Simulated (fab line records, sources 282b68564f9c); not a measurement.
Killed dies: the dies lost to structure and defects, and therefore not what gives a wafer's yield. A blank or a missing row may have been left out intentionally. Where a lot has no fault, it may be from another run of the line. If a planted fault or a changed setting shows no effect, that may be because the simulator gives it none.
fab line records	flow rit-cmos
[record] lots = 7	wafers = 21	last-day = 7
route steps=202 shown SPACER@128 NSD@131 PSD@142 SDANNEAL@153
lots that met no fault: from a run of the same line without faults
start-h: the number of hours between the record's first day and the start of the first shown wafer of the lot	wait-h: time in hours since the lot's previous step	" identical to the entry in the row above	L1.1+2: one row covering several wafers at once	- value missing, or start not given	* or withheld: withheld	< > ~ a bound
route shown NAME@n: NAME is a module with steps in the file, n the number in the route of the first one	usual: mean and standard deviation over wafers with no fault	same: alike in all rows	chamber/n: place in a boat	sites: each site's reading	_std_site: how widely they spread, as a standard deviation	_edge_site: mean of outer sites minus mean of inner sites	radius-mm: for every site, how far away it sits from the centre of the wafer	mask NAME#n: copy n	behind: the most recent tool/chamber to have shaped the wafer	hold: the reason the lot was held/the length of the hold in hours/how it ended	device: the n, p or np transistor that did not switch	end of line: the route-end tests of the same wafers	where a step has no rows: the recipe by itself	killed: dies that structure and defects cost at the first sort, which is not the same as the wafer's yield	map: shows each die of a wafer: x if killed, . if not, _ if none is there
set.NAME: the setting the step ran with; set.NAME@STEP: the setting that earlier step ran with	model.NAME: the simulator's own value behind a step, which no gauge read
lots at selected steps of the route; one table per step, one row per wafer
services: from which hour (start-h, from the record's first day; less than 0 if before it) a tool's chamber was out of use, for how many hours, and why
[[steps]]
[step RIT_SPACER_CVD_03]
[recipe] material = Si3N4	target-thk-nm = 250	temp-c = 810	precursor = SiH2Cl2/NH3	time-s = 3300	pressure-mtorr = 300	sih2cl2-flow-sccm = 60	nh3-flow-sccm = 150
[step RIT_SPACER_THK_MEAS_04]
[recipe] reads = Si3N4_of_SPACER_CVD_03
[usual] SPACER_NITRIDE_THK = 249.8/1.9
lot.wafer	tool	chamber	start-h	wait-h	SPACER_NITRIDE_THK[nm]
L282.1	film-metro-01	-	53.12	0.0	249.5
L282.2	"	-	"	"	249.9
L282.4	"	-	"	"	249.1
L283.1	film-metro-02	-	58.07	0.0	249.5
L283.3	"	-	"	"	249.4
L283.6	"	-	"	"	250.7
L293.1	film-metro-03	-	106.00	0.0	250.5
L293.4	"	-	"	"	252.1
L293.5	"	-	"	"	251.1
L294.2	film-metro-03	-	111.48	0.0	250.7
L294.3	"	-	"	"	250.4
L294.5	"	-	"	"	250.0
L295.1	film-metro-03	-	118.60	0.0	248.2
L295.2	"	-	"	"	248.5
L295.4	"	-	"	"	247.2
L296.2	film-metro-01	-	125.13	0.0	250.7
L296.5	"	-	"	"	249.2
L296.6	"	-	"	"	249.8
L301.1	film-metro-01	-	150.09	0.0	254.3
L301.3	"	-	"	"	254.5
L301.6	"	-	"	"	254.0
[step RIT_SPACER_ETCHBACK_05]
[recipe] target-depth-a = 2500	SF6_flow_sccm = 30	CHF3_flow_sccm = 30	target = Si3N4	chemistry = SF6/CHF3	pressure-mtorr = 40	rf-w = 250	time-s = 240	stop-on = SiO2
[usual] chamber-pressure-mTorr = 40.00/0.037	drypump-motor-current-A = 5.5/0.36	oes-product-au = 0.843/0.015	throttle-valve-pct = 10.26/0.18
lot.wafer	tool	chamber	start-h	wait-h	chamber-pressure-mTorr	drypump-motor-current-A	oes-product-au	rf-hours-counter-h	throttle-valve-pct
L282.1	rie-diel-02	1	53.18	0.1	40.01	5.3	0.848	4	10.48
L282.2	"	2	"	"	39.95	4.9	0.815	33	10.21
L282.4	"	3	"	"	39.99	5.5	0.837	86	10.11
L283.1	rie-diel-01	1	58.13	0.1	40.02	5.6	0.851	66	10.48
L283.3	"	2	"	"	39.90	6.1	0.871	0	10.04
L283.6	"	0	"	"	40.07	5.4	0.836	-	10.44
L293.1	rie-diel-01	2	106.06	0.1	40.04	6.0	0.864	1	10.04
L293.4	"	3	"	"	39.93	4.9	0.836	1	10.18
L293.5	"	2	"	"	39.94	6.0	0.867	-	10.04
L294.2	rie-diel-04	0	111.53	0.0	39.98	5.7	0.856	136	10.34
L294.3	"	2	"	"	40.03	5.6	0.828	127	9.94
L294.5	"	1	"	"	40.01	6.1	0.852	-	10.16
L295.1	rie-diel-02	2	118.66	0.1	39.98	4.9	0.810	34	10.20
L295.2	"	1	"	"	40.02	5.2	0.851	5	10.47
L295.4	"	0	"	"	40.06	5.8	0.834	110	10.34
L296.2	rie-diel-02	1	125.18	0.0	39.97	5.3	0.853	5	10.45
L296.5	"	1	"	"	40.00	5.3	0.853	-	10.46
L296.6	"	2	"	"	39.97	4.9	0.815	-	10.21
L301.1	rie-diel-02	1	150.15	0.1	40.06	5.3	0.858	6	10.48
L301.3	"	2	"	"	39.92	4.9	0.832	35	10.21
L301.6	"	1	"	"	39.99	5.3	0.865	-	10.47
[step RIT_NSD_HMDS_00]
[recipe] prime-time-s = 60	prime-temp-c = 140
[step RIT_NSD_COAT_01]
[recipe] resist = NOVOLAK	spin-rpm = 3250	resist-thk-nm = 1000
[step RIT_NSD_SOFTBAKE_02]
[recipe] resist = NOVOLAK	temp-c = 90	time-s = 60
[step RIT_NSD_EXPOSE_03]
[recipe] mask-id = M9	na = 0.57	target-cd-nm = 40700	dose-mj = 250
[step RIT_NSD_PEB_04]
[recipe] resist = NOVOLAK	temp-c = withheld	time-s = withheld
[step RIT_NSD_DEVELOP_05]
[recipe] resist = NOVOLAK	develop-time-s = 50	dev-temp-c = 23
[step RIT_NSD_OVL_MEAS_06]
[usual] NSD_OVL = 0.5/1.5
lot.wafer	tool	chamber	start-h	wait-h	NSD_OVL[nm]
L282.1	overlay-02	-	54.18	-	0.8
L282.2	"	-	"	"	-0.2
L282.4	"	-	"	"	-0.3
L283.1	overlay-02	-	59.13	-	0.4
L283.3	"	-	"	"	-1.7
L283.6	"	-	"	"	2.0
L293.1	overlay-02	-	107.48	-	0.7
L293.4	"	-	"	"	-1.8
L293.5	"	-	"	"	-1.5
L294.2	overlay-01	-	112.54	-	-0.1
L294.3	"	-	"	"	-0.9
L294.5	"	-	"	"	2.5
L295.1	overlay-01	-	119.66	-	2.2
L295.2	"	-	"	"	1.6
L295.4	"	-	"	"	2.1
L296.2	overlay-02	-	126.56	-	-0.4
L296.5	"	-	"	"	-0.9
L296.6	"	-	"	"	1.4
L301.1	overlay-02	-	151.35	-	4.0
L301.3	"	-	"	"	1.7
L301.6	"	-	"	"	-0.2
[step RIT_NSD_HARDBAKE_07]
[recipe] resist = NOVOLAK	temp-c = 140	time-s = 60
[step RIT_NSD_IMPLANT_08]
[recipe] species = P	energy-kev = 25	dose-cm2 = 1e+15	tilt-deg = 7
[step RIT_NSD_STRIP_09]
[recipe] chemistry = O2	time-s = 180	resist = NOVOLAK	platen-temp-c = withheld	power-w = 500	pressure-mtorr = 4000	o2-flow-sccm = 4000
[usual] chamber-pressure-mTorr = 4000/3.5	drypump-motor-current-A = 5.8/0.35
lot.wafer	tool	chamber	start-h	wait-h	chamber-pressure-mTorr	drypump-motor-current-A	rf-hours-counter-h	model.NOVOLAK_of_NSD_COAT_01.thk-nm
L282.1	plasma-asher-03	1	54.51	0.1	4001	5.2	25	0
L282.2	"	0	"	"	4000	6.4	25	0
L282.4	"	0	"	"	3995	6.4	-	0
L283.1	plasma-asher-03	1	59.46	0.1	4003	5.2	25	0
L283.3	"	1	"	"	3997	5.2	-	0
L283.6	"	0	"	"	3997	6.3	-	0
L293.1	plasma-asher-03	0	107.82	0.1	-	-	-	883.1
L293.4	"	1	"	"	-	-	-	881.5
L293.5	"	1	"	"	-	-	-	880.7
L294.2	plasma-asher-03	0	112.87	0.1	-	-	-	888.6
L294.3	"	0	"	"	-	-	-	885.9
L294.5	"	0	"	"	-	-	-	886.4
L295.1	plasma-asher-02	1	120.01	0.1	-	-	-	885.4
L295.2	"	0	"	"	-	-	-	887.1
L295.4	"	0	"	"	-	-	-	887.7
L296.2	plasma-asher-01	0	127.02	0.1	4003	5.7	1	0
L296.5	"	0	"	"	3997	5.7	-	0
L296.6	"	1	"	"	4002	6.0	-	0
L301.1	plasma-asher-03	1	151.68	0.1	4006	5.2	36	0
L301.3	"	1	"	"	4002	5.2	-	0
L301.6	"	0	"	"	4002	6.3	-	0
[step RIT_NSD_TW_MEAS_10]
[usual] NSD_TW = 3098/27
lot.wafer	tool	chamber	start-h	wait-h	NSD_TW
L282.1	film-metro-02	-	54.69	0.1	3100
L282.2	"	-	"	"	3094
L282.4	"	-	"	"	3066
L283.1	film-metro-03	-	59.64	0.1	3110
L283.3	"	-	"	"	3108
L283.6	"	-	"	"	3128
L293.1	film-metro-04	-	107.99	0.1	3099
L293.4	"	-	"	"	3101
L293.5	"	-	"	"	3115
L294.2	film-metro-04	-	113.05	0.1	3113
L294.3	"	-	"	"	3134
L294.5	"	-	"	"	3128
L295.1	film-metro-02	-	120.18	0.1	3077
L295.2	"	-	"	"	3079
L295.4	"	-	"	"	3081
L296.2	film-metro-03	-	127.20	0.1	3070
L296.5	"	-	"	"	3077
L296.6	"	-	"	"	3091
L301.1	film-metro-03	-	151.86	0.1	3079
L301.3	"	-	"	"	3084
L301.6	"	-	"	"	3084
[step RIT_PSD_HMDS_00]
[recipe] prime-time-s = 60	prime-temp-c = 140
[step RIT_PSD_COAT_01]
[recipe] resist = NOVOLAK	spin-rpm = 3291	resist-thk-nm = 1000
[step RIT_PSD_SOFTBAKE_02]
[recipe] resist = NOVOLAK	temp-c = 90	time-s = 60
[step RIT_PSD_EXPOSE_03]
[recipe] mask-id = M10	na = 0.57	target-cd-nm = 40900	dose-mj = 250
[step RIT_PSD_PEB_04]
[recipe] resist = NOVOLAK	temp-c = withheld	time-s = withheld
[step RIT_PSD_DEVELOP_05]
[recipe] resist = NOVOLAK	develop-time-s = 50	dev-temp-c = 23
[step RIT_PSD_OVL_MEAS_06]
[usual] PSD_OVL = -0.2/1.3
lot.wafer	tool	chamber	start-h	wait-h	PSD_OVL[nm]
L282.1	overlay-01	-	55.76	-	1.6
L282.2	"	-	"	"	1.1
L282.4	"	-	"	"	1.4
L283.1	overlay-01	-	60.67	-	-0.3
L283.3	"	-	"	"	1.2
L283.6	"	-	"	"	1.2
L293.1	overlay-02	-	108.90	-	-0.4
L293.4	"	-	"	"	0.3
L293.5	"	-	"	"	-0.3
L294.2	overlay-02	-	114.08	-	-0.3
L294.3	"	-	"	"	0.2
L294.5	"	-	"	"	-1.5
L295.1	overlay-02	-	121.17	-	-4.9
L295.2	"	-	"	"	-2.3
L295.4	"	-	"	"	-1.5
L296.2	overlay-02	-	128.24	-	-0.8
L296.5	"	-	"	"	-1.0
L296.6	"	-	"	"	-0.9
L301.1	overlay-01	-	152.77	-	0.9
L301.3	"	-	"	"	1.4
L301.6	"	-	"	"	1.4
[step RIT_PSD_HARDBAKE_07]
[recipe] resist = NOVOLAK	temp-c = 140	time-s = 60
[step RIT_PSD_IMPLANT_08]
[recipe] species = BF2	energy-kev = 27.44	dose-cm2 = 5e+15	tilt-deg = 7
[step RIT_PSD_STRIP_09]
[recipe] chemistry = O2	time-s = 180	resist = NOVOLAK	platen-temp-c = withheld	power-w = 500	pressure-mtorr = 4000	o2-flow-sccm = 4000
[usual] chamber-pressure-mTorr = 4000/3.3	drypump-motor-current-A = 5.5/0.47
lot.wafer	tool	chamber	start-h	wait-h	chamber-pressure-mTorr	drypump-motor-current-A	rf-hours-counter-h
L282.1	plasma-asher-03	1	56.17	0.1	3998	5.2	25
L282.2	"	0	"	"	3996	6.4	25
L282.4	"	0	"	"	4001	6.3	-
L283.1	plasma-asher-04	0	61.03	0.1	3996	5.5	44
L283.3	"	0	"	"	4002	5.5	-
L283.6	"	1	"	"	4000	4.9	-
L293.1	plasma-asher-03	1	109.24	0.1	3999	5.2	30
L293.4	"	1	"	"	3996	5.2	-
L293.5	"	0	"	"	4000	6.4	-
L294.2	plasma-asher-04	0	114.59	0.1	4000	5.5	50
L294.3	"	0	"	"	3998	5.5	-
L294.5	"	0	"	"	3995	5.5	-
L295.1	plasma-asher-01	1	121.50	0.1	3996	6.0	0
L295.2	"	0	"	"	4000	5.6	0
L295.4	"	0	"	"	4010	5.6	-
L296.2	plasma-asher-04	1	128.57	0.1	4004	5.0	51
L296.5	"	1	"	"	4002	5.0	-
L296.6	"	0	"	"	4003	5.5	-
L301.1	plasma-asher-03	1	153.10	0.1	4002	5.2	36
L301.3	"	1	"	"	4008	5.2	-
L301.6	"	1	"	"	4007	5.2	-
[step RIT_PSD_TW_MEAS_10]
[usual] PSD_TW = 3432/32
lot.wafer	tool	chamber	start-h	wait-h	PSD_TW
L282.1	film-metro-03	-	56.35	0.1	3436
L282.2	"	-	"	"	3443
L282.4	"	-	"	"	3432
L283.1	film-metro-03	-	61.21	0.1	3442
L283.3	"	-	"	"	3458
L283.6	"	-	"	"	3464
L293.1	film-metro-04	-	109.41	0.1	30
L293.4	"	-	"	"	30
L293.5	"	-	"	"	30
L294.2	film-metro-03	-	114.78	0.1	30
L294.3	"	-	"	"	30
L294.5	"	-	"	"	30
L295.1	film-metro-04	-	121.68	0.1	30
L295.2	"	-	"	"	30
L295.4	"	-	"	"	30
L296.2	film-metro-04	-	128.75	0.1	3475
L296.5	"	-	"	"	3471
L296.6	"	-	"	"	3474
L301.1	film-metro-02	-	153.28	0.1	3395
L301.3	"	-	"	"	3403
L301.6	"	-	"	"	3414
[step RIT_SDANNEAL_CLEAN_00]
[recipe] chemistry = SC1	mix = 3:3:50	time-s = 600	temp-c = 75
[[services]]
tool	chamber	start-h	hours	kind
plasma-asher-01	-	34.24	5.5	repair
rie-diel-02	2	34.72	10.8	repair
rie-diel-01	3	35.27	6.7	repair
rie-diel-01	3	44.84	-	clean
rie-diel-01	3	44.84	25.6	scheduled-down
rie-diel-01	3	44.84	25.6	vent-cycle
plasma-asher-04	-	52.02	1.9	repair
rie-diel-04	2	55.77	5.1	repair
rie-diel-01	-	107.33	0.5	repair
plasma-asher-01	-	108.75	9.0	pm
plasma-asher-01	0	108.75	9.0	vent-cycle
plasma-asher-01	1	108.75	9.0	vent-cycle
plasma-asher-02	-	109.32	2.8	pm
plasma-asher-01	0	117.75	-	clean
plasma-asher-01	1	117.75	-	clean
[[key]]
[first-sign] step = RIT_NSD_STRIP_09	reading = tool-record	direction = missing
[effect] step = RIT_PSD_TW_MEAS_10	reading = PSD_TW	direction = down	sigmas = 99+	usual = 3432	struck = 30
[model-effect] step = RIT_NSD_STRIP_09	value = NOVOLAK_of_NSD_COAT_01.thk-nm	without = 0	struck = 885.2
met-at RIT_NSD_STRIP_09
struck-wafers L293.1,L293.4,L293.5,L294.2,L294.3,L294.5,L295.1,L295.2,L295.4
later-rows-left-out L293.1,L293.4,L293.5,L294.2,L294.3,L294.5,L295.1,L295.2,L295.4
sort-left-out L293.1,L293.4,L293.5,L294.2,L294.3,L294.5,L295.1,L295.2,L295.4
tester-left-out L293,L294,L295
onset-between 59.46 107.82
[fault] kind = skipped-step-whole	tool = plasma-asher-02,plasma-asher-03	chamber = -	onset-h = 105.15	steps = RIT_NSD_STRIP_09	scope = struck-lots-only
// tester-left-out: of these lots the tester's yield and bins aren't shown, on N5 and GAA mostly nor the transistor test; their killed dies are dies lost to structure and defects alone, not to doping, threshold or leakage, so they don't give the yield
// sort-left-out: the simulated sort isn't trusted on such a fault, so these wafers' sort isn't shown, and their yield isn't known
// later-rows-left-out: the simulator's readings of these wafers behind a module that went badly wrong aren't trusted and aren't shown, but for the sort
